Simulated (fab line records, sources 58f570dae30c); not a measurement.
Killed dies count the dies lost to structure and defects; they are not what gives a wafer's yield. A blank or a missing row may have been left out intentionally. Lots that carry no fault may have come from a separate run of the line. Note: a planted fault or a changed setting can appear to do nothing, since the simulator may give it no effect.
One fault seen from 2 desks | flow berkeley-cmos170 | what lay behind the numbers comes last; until then each desk has only its own

== METROLOGY DESK ==
What the gauges read for every lot (on any tool): the sampled wafers with a number, averaged. Marked OUT: a lot whose mean sits more than 4 standard deviations from the usual mean, which makes it out of limits; the brackets give that distance.
Columns: A = V2_TEOS_THK at UCB170_V2_THK_MEAS_01, usual 1990 nm
lot  | first seen here | A
L637 | day 9 08:34     | 2003
L639 | day 9 13:33     | 1984
L640 | day 9 13:52     | 1976
L644 | day 10 14:58    | 1970
L641 | day 10 16:10    | 1972
L643 | day 10 18:04    | 1990
L645 | day 11 02:10    | 1980
L647 | day 11 15:10    | 2018
L650 | day 12 05:25    | 1992
L651 | day 12 18:10    | 1985
L652 | day 13 03:14    | 1974
L653 | day 13 08:01    | 2014
L657 | day 13 16:38    | 2003
L655 | day 13 16:58    | 1999
Result from this desk: across the 14 lots, nothing is out of limits.

== DESK OF THE TOOL OWNER: plasma-asher-01 ==
The tool's own readings at UCB170_ZERO_STRIP_07 (strips in O2): means of the sampled wafers that have a number, for each lot that ran on this tool. Marked OUT: a lot whose mean sits more than 4 standard deviations from the usual mean, which makes it out of limits; the brackets give that distance.
Columns: A = drypump-motor-current-A at UCB170_ZERO_STRIP_07, usual 5.6 A; B = oes-product-au at UCB170_ZERO_STRIP_07, usual 0.727 a.u.; C = strip-time-to-endpoint-s at UCB170_ZERO_STRIP_07, usual 21.48 s
lot  | first seen here | A   | B     | C
L637 | day 2 01:39     | 6.1 | 0.729 | 21.42
L639 | day 2 10:35     | 6.1 | 0.727 | 21.52
L640 | day 2 19:10     | 6.2 | 0.728 | 21.50
L643 | day 3 12:47     | 6.1 | 0.729 | 21.52
L647 | day 4 04:23     | 6.1 | 0.725 | 21.46
L651 | day 4 22:42     | 6.1 | 0.725 | 21.44
Result from this desk: across the 6 lots, nothing is out of limits.

== TAKEN TOGETHER ==
Nothing out of limits was seen by the metrology desk.
Nothing out of limits was seen by the tool owner's desk.

== WHAT THE SIMULATOR HAD INSERTED ==
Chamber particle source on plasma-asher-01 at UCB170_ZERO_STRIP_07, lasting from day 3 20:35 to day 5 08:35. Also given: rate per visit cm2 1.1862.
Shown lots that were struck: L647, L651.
